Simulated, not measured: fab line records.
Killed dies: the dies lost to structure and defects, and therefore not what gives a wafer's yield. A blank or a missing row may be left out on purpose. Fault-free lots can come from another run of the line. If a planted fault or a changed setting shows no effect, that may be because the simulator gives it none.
A single fault, viewed from 2 desks | flow berkeleyCmos170 | what lay behind the numbers comes last; until then each desk has only its own

DESK OF THE TOOL OWNER: lithoTrack-03
The tool's own readings at UCB170_NLDD_PEB_04, given as means over the sampled wafers that have a number, one for each lot that went through this tool. Marked OUT: a lot whose mean sits more than 4 standard deviations from the usual mean, which makes it out of limits; the brackets give that distance.
Columns: A = heaterPowerTotalW at UCB170_NLDD_PEB_04, usual 56.80 W
lot  | first seen here | A
L959 | day 8 11:43     | 56.83
L963 | day 8 21:38     | 56.79
L962 | day 8 22:13     | 70.56 (+99 or more) OUT
L964 | day 9 22:17     | 70.56 (+99 or more) OUT
L966 | day 10 07:55    | 70.58 (+99 or more) OUT
This desk's verdict: out of limits on L962, L964, L966, starting with L962 at day 8 22:13 (heaterPowerTotalW at UCB170_NLDD_PEB_04). L959, L963: within limits.

FROM THE METROLOGY DESK
Means of the sampled wafers that have a number, per lot and without regard to the tool the lot ran on: this is what the gauges read. Marked OUT: a lot whose mean sits more than 4 standard deviations from the usual mean, which makes it out of limits; the brackets give that distance.
Columns: A = NVT_OVL at UCB170_NVT_OVL_MEAS_06, usual -3 nm; B = cdNm at UCB170_NLDD_CD_MEAS_06, usual 1200.5 nm; C = V1_TEOS_THK at UCB170_V1_THK_MEAS_01, usual 1988 nm
lot  | first seen here | A   | B                | C
L955 | day 6 05:18     | 3   | 1200.8           | 1998
L958 | day 6 19:12     | -5  | 1197.9           | 1976
L957 | day 6 19:26     | -5  | 1200.7           | 2015
L956 | day 6 19:33     | -5  | 1199.0           | 1985
L959 | day 7 07:15     | -4  | 1199.1           | 2011
L962 | day 7 19:37     | -2  | 1141.3 (-46) OUT | 2013
L963 | day 7 19:50     | 1   | 1200.9           | 1991
L965 | day 8 23:55     | -5  | 1200.0           | 2013
L964 | day 9 00:11     | 2   | 1141.7 (-45) OUT | 1985
L969 | day 9 11:00     | 1   | 1201.2           | 1946
L966 | day 9 11:13     | -11 | 1147.9 (-40) OUT | 1998
L973 | day 10 05:03    | 3   | 1200.5           | 2010
L971 | day 10 16:13    | -3  | 1203.0           | 2003
L975 | day 10 16:20    | -2  | 1201.0           | 2019
L974 | day 10 17:03    | -4  | 1200.8           | 1974
This desk's verdict: out of limits on L962, L964, L966, starting with L962 at day 8 22:29 (cdNm at UCB170_NLDD_CD_MEAS_06). L955, L958, L957, L956, L959, L963, L965, L969, L973, L971, L975, L974: within limits.

PUT TOGETHER
The tool owner's desk could have raised an alarm at day 8 22:13, on L962, L964, L966.
An alarm was possible from the metrology desk at day 8 22:29, on L962, L964, L966.
Of the lots named, all ran UCB170_NLDD_PEB_04 on lithoTrack-03.

WHAT WAS PUT IN BY THE SIMULATOR
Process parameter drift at UCB170_NLDD_PEB_04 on lithoTrack-03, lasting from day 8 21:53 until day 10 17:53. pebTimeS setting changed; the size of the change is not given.
Lots struck among those shown: L962, L964, L966.
Counting hours from when the fault started, the first reading out of limits came at 0 for the tool owner's desk and at 1 for the metrology desk.
